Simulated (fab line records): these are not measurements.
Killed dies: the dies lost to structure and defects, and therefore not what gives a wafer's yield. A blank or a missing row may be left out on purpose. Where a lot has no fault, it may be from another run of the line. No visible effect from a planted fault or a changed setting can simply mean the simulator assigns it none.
Split-lot study + flow berkeley cmos170 + 5 lots, 23 wafers read, on a route of 331 steps

SPLIT DETAILS
At UCB170_ACTIVE_EXPOSE_10 (exposes mask ACTIVE, target cd 1200 nm), the setting dose mj was moved away from the recipe's 20 on 8 of the 23 wafers read, by +3.0% to +7.5%. For the rest of the wafers, this setting stayed at what the recipe calls for.

FROM THE SPLIT TO THE READING: what the file shows between them, 5 steps
- UCB170_ACTIVE_PEB_11
- UCB170_ACTIVE_DEVELOP_12: develop time 45 s
- UCB170_ACTIVE_CD_MEAS_13: target cd 1200 nm
- UCB170_ACTIVE_ETCH_15: etches Si3N4 in CH3F/Ar/O2, stops on SiO2, target depth 242 nm, time 151 s
- UCB170_ACTIVE_STRIP_16: strips in O2

THE READING
cd nm, in nm, at UCB170_ACTIVE_CD_MEAS_90 (target cd 1200 nm). On this fab line, fault-free wafers typically give 1200.5 nm with a standard deviation of 1.6 nm.

| wafer  | tool, chamber at the split | dose mj as run | against the recipe | cd nm, nm | against lot-mates on the recipe |
|--------|----------------------------|----------------|--------------------|-----------|---------------------------------|
| L074.1 | krf scanner-01, 0          | 20             | recipe             | 1201.0    | -                               |
| L074.2 | krf scanner-01, 0          | 20             | recipe             | 1200.7    | -                               |
| L074.5 | krf scanner-01, 0          | 20             | recipe             | 1200.0    | -                               |
| L080.2 | krf scanner-02, 0          | 21.46          | +7.3%              | 1188.1    | -12.1                           |
| L080.3 | krf scanner-02, 0          | 20             | recipe             | 1200.4    | -                               |
| L080.4 | krf scanner-02, 0          | 21.46          | +7.3%              | 1188.4    | -11.8                           |
| L080.5 | krf scanner-02, 0          | 20             | recipe             | 1199.9    | -                               |
| L080.6 | krf scanner-02, 0          | 21.46          | +7.3%              | 1189.0    | -11.2                           |
| L078.1 | krf scanner-01, 0          | 20             | recipe             | 1197.4    | -                               |
| L078.3 | krf scanner-01, 0          | 20             | recipe             | 1197.4    | -                               |
| L078.4 | krf scanner-01, 0          | 20             | recipe             | 1197.4    | -                               |
| L078.5 | krf scanner-01, 0          | 20             | recipe             | 1196.8    | -                               |
| L078.6 | krf scanner-01, 0          | 20             | recipe             | 1197.7    | -                               |
| L081.1 | krf scanner-02, 0          | 20             | recipe             | 1199.3    | -                               |
| L081.2 | krf scanner-02, 0          | 21.49          | +7.5%              | 1186.6    | -12.6                           |
| L081.3 | krf scanner-02, 0          | 21.49          | +7.5%              | 1186.8    | -12.4                           |
| L081.5 | krf scanner-02, 0          | 20             | recipe             | 1199.0    | -                               |
| L081.6 | krf scanner-02, 0          | 21.49          | +7.5%              | 1188.6    | -10.6                           |
| L084.2 | krf scanner-01, 0          | 20             | recipe             | 1199.3    | -                               |
| L084.3 | krf scanner-01, 0          | 20             | recipe             | 1200.4    | -                               |
| L084.4 | krf scanner-01, 0          | 20.59          | +3.0%              | 1195.0    | -5.1                            |
| L084.5 | krf scanner-01, 0          | 20.59          | +3.0%              | 1193.9    | -6.2                            |
| L084.6 | krf scanner-01, 0          | 20             | recipe             | 1200.6    | -                               |

THE FIT
A straight line over all 23 wafers: cd nm changes by -1.53 nm for each +1% of dose mj; r = -0.97; the points scatter about the line by 1.3 nm.
The same after taking each lot's own level away (the mean of its wafers on the recipe; 23 wafers): -1.6 nm for each +1%; r = -0.99; scatter 0.59 nm.
On that fit, the largest move of dose mj shifts the reading by 12 nm.
Measured against the standard deviation above, the lots' own levels, which go from 1197.34 to 1200.57 nm, span 2.0 times it.
Hence the lot-to-lot level has little effect on the slope; both slopes agree.
Check: -11.9 nm against its lot-mates is what the line predicts for one of the wafers moved furthest among these (+7.5%) when that wafer is left out of the fit. Against them it came out at -12.6 nm.

OTHER SPLITS APPLIED TO THESE WAFERS
Other splits were also applied to these wafers ahead of the reading. Each is held against what the fit with the lots' levels taken away leaves over:
| other split on the same wafers     | wafers away from the commonest value | r with cd nm (lot level and that fit taken away) |
|------------------------------------|--------------------------------------|--------------------------------------------------|
| UCB170_START_OXIDATION_02 temp c   | 5                                    | +0.07                                            |
| UCB170_NWELL_ETCH_13 time s        | 8                                    | -0.16                                            |
| UCB170_PWELL_OXIDATION_02 temp c   | 15                                   | +0.20                                            |
| UCB170_PWELL_IMPLANT_15 energy kev | 11                                   | +0.19                                            |

THE WHOLE CHAIN: every reading that the file lists as answering this split, in the file's order
| step                     | what it does                                                               | reading                                                       | change (the file's fit)              | r (the file's) |
|--------------------------|----------------------------------------------------------------------------|---------------------------------------------------------------|--------------------------------------|----------------|
| UCB170_ACTIVE_CD_MEAS_13 | target cd 1200 nm                                                          | cd nm                                                         | -1.6 nm for each +1% of the setting  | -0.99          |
| UCB170_ACTIVE_ETCH_15    | etches Si3N4 in CH3F/Ar/O2, stops on SiO2, target depth 242 nm, time 151 s | ACTIVE.cd nm (the simulator's own value, which no gauge read) | -1.61 nm for each +1% of the setting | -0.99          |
| UCB170_ACTIVE_CD_MEAS_90 | target cd 1200 nm                                                          | cd nm                                                         | -1.62 nm for each +1% of the setting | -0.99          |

THE FILE'S OWN FIT
cd nm changes by -1.62 nm for each +1% of dose mj, r = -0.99.
